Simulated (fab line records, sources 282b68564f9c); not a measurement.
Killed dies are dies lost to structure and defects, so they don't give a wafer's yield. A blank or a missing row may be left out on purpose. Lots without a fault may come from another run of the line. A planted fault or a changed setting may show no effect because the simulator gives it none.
A struck lot beside a sound one | flow rit_cmos | 30 steps out of a route of 202
Sound: wafers L116.3, L116.5, L116.6. Struck: wafers L121.1, L121.4, L121.5. The cause comes at the end.
At each step with rows: each side's tool, then ch and its chambers, then its first start. Under that, the readings that differ: sound wafers | struck wafers | difference of the means | sigmas: that difference in standard deviations of wafers without a fault.
alike: readings whose means differ by less than 2 such deviations, and words and numbers that are the same on both sides. not compared: withheld readings, readings that some wafer has no value for, bounds like >300 that may hide the same value, and numbers for which the record gives no deviation and whose values overlap.
The two part at a step that has a row with sigmas, a row that says differs or no value, or rows on one side only. Numbers that don't overlap but have no deviation are shown without sigmas and don't part them. A reading that every wafer of one side lacks parts them only if that side has two wafers or more.

RIT_FOX2_THK_MEAS_01:
  sound on film_metro-04, day 3 06:13; struck on film_metro-04, day 4 07:14
  alike: FOX2_OXIDE_THK
then, 2 steps without rows for these wafers: RIT_FOX2_CLEAN_02 (cleans in dHF, time 180 s); RIT_FOX2_WET_ETCH_03 (etches Si3N4 in H3PO4, target depth 195 nm, time 2700 s).
RIT_FOX2_THK_MEAS_90:
  sound on film_metro-04, day 3 07:05; struck on film_metro-04, day 4 08:11
  alike: FIELD_OXIDE_LEFT_1_THK
then, 6 steps without rows for these wafers: RIT_NWELL_HMDS_00 (prime time 62.11 s); RIT_NWELL_COAT_01 (resist thk 1300 nm); RIT_NWELL_SOFTBAKE_02 (time 60 s); RIT_NWELL_EXPOSE_03 (exposes mask M2, target cd 43900 nm); RIT_NWELL_PEB_04; RIT_NWELL_DEVELOP_05 (develop time 68 s).
RIT_NWELL_OVL_MEAS_06:
  sound on overlay-01, day 3 08:01; struck on overlay-02, day 4 09:15
  alike: NWELL_OVL
then, 1 step without rows for these wafers: RIT_NWELL_HARDBAKE_07 (time 120 s).
RIT_NWELL_IMPLANT_08:
  sound on implanter-01 ch 0, day 3 08:29; struck on implanter-04 ch 0, day 4 09:32
  reading            | sound                     | struck                      | difference | sigmas
  dose_ions_cm2      | 5e+13 5.004e+13 4.998e+13 | 5.798e+13 5.8e+13 5.803e+13 | +7.997e+12 | +99 or more
  faraday_current_uA | 159 160 157               | 187 188 182                 | +27        | +9
RIT_NWELL_STRIP_09: strips in O2, time 180 s.
  sound on plasma_asher-03 ch 0,1, day 3 08:38; struck on plasma_asher-03 ch 0,1, day 4 09:41
  alike: chamber_pressure_mTorr, drypump_motor_current_A
  not compared: rf_hours_counter_h
RIT_NWELL_TW_MEAS_10:
  sound on film_metro-02, day 3 08:47; struck on film_metro-03, day 4 09:52
  reading  | sound          | struck         | difference | sigmas
  NWELL_TW | 2160 2154 2156 | 2250 2247 2246 | +91        | +8
then, 2 steps without rows for these wafers: RIT_PWELL_HMDS_00 (prime time 60 s); RIT_PWELL_COAT_01 (resist thk 1300 nm).
RIT_PWELL_SOFTBAKE_02: time 61.31 s.
  sound on litho_track-02 ch 0, day 3 09:10; struck on litho_track-02 ch 0, day 4 10:15
  reading                | sound             | struck            | difference | sigmas
  chill_plate_temp_C (C) | 22.86 22.78 23.02 | 23.26 23.08 23.03 | +0.24      | +2
  alike: plate_sensor_t_centre_C, plate_sensor_t_edge_C
then, 3 steps without rows for these wafers: RIT_PWELL_EXPOSE_03 (exposes mask M3, target cd 43700 nm); RIT_PWELL_PEB_04; RIT_PWELL_DEVELOP_05 (develop time 68 s).
RIT_PWELL_OVL_MEAS_06:
  sound on overlay-02, day 3 09:43; struck on overlay-01, day 4 10:50
  alike: PWELL_OVL
then, 2 steps without rows for these wafers: RIT_PWELL_HARDBAKE_07 (time 120 s); RIT_PWELL_IMPLANT_08.
RIT_PWELL_STRIP_09: strips in O2, time 180 s.
  sound on plasma_asher-01 ch 0,1, day 3 10:11; struck on plasma_asher-02 ch 0, day 4 11:16
  reading                     | sound       | struck      | difference | sigmas
  drypump_motor_current_A (A) | 5.5 4.9 5.5 | 6.2 6.2 6.2 | +0.9       | +2
  alike: chamber_pressure_mTorr
  not compared: rf_hours_counter_h
RIT_PWELL_TW_MEAS_10:
  sound on film_metro-03, day 3 10:20; struck on film_metro-02, day 4 11:26
  alike: PWELL_TW
then, 1 step without rows for these wafers: RIT_WELLDRIVE_ANNEAL_00 (time 14700 s).
RIT_WELLDRIVE_RS_MEAS_01: measures by four-point-probe.
  sound on film_metro-03, day 3 15:29; struck on film_metro-04, day 4 16:35
  reading           | sound             | struck            | difference | sigmas
  NWELL_RS (ohm/sq) | 274.7 275.5 275.5 | 252.0 251.9 251.4 | -23.5      | -35
RIT_WELLDRIVE_RS_MEAS_02: measures by four-point-probe.
  sound on film_metro-03, day 3 15:37; struck on film_metro-04, day 4 16:42
  alike: PWELL_RS
RIT_M1_PROBE_99:
  sound on prober-01, day 4 23:09; struck on prober-02, day 5 22:55
  reading                                 | sound                | struck               | difference | sigmas
  killed_at_M0_to_M3                      | 1 0 0                | 0 0 0                | +0         | -2
  model.etest.nwell_pinched.rs_ohm_sq     | 337.8 338 333.1      | 304.1 308.4 303      | -31.1      |
  model.etest.well_edge_left.line_ohm_um  | 182.7 181.1 182.5    | 165.1 163.8 165.3    | -17.4      |
  model.etest.well_edge_right.line_ohm_um | 180.1 181 180.9      | 163.7 164.1 161.9    | -17.4      |
  model.etest.field_p_metal.vt_v (V)      | -29.76 -29.55 -30.05 | -32.33 -31.76 -32.73 | -2.49      |
  model.etest.field_p.vt_v (V)            | -12.56 -12.54 -12.51 | -13.42 -13.37 -13.5  | -0.89      |
  model.etest.iso_nwell_nwell.bv_v (V)    | 21.57 22.21 21.99    | 21.2 21.33 21.27     | -0.7       |
  model.etest.diode_pplus_nwell.bv_v (V)  | 6.62 6.618 6.499     | 6.341 6.398 6.299    | -0.233     |
  model.etest.vpnp.gain                   | 1.027 1.049 1.022    | 0.9405 0.9735 0.935  | -0.0830    |
  alike: killed_at_contacts, killed_at_front_end, killed_dies, killed_open, killed_short

WHERE THEY PART
First at RIT_NWELL_IMPLANT_08; last, within this record, at RIT_M1_PROBE_99.

WHY: what the simulator had put in
Process parameter drift: implanter-04, from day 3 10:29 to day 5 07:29, at RIT_NWELL_IMPLANT_08. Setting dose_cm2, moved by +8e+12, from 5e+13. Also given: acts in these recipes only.
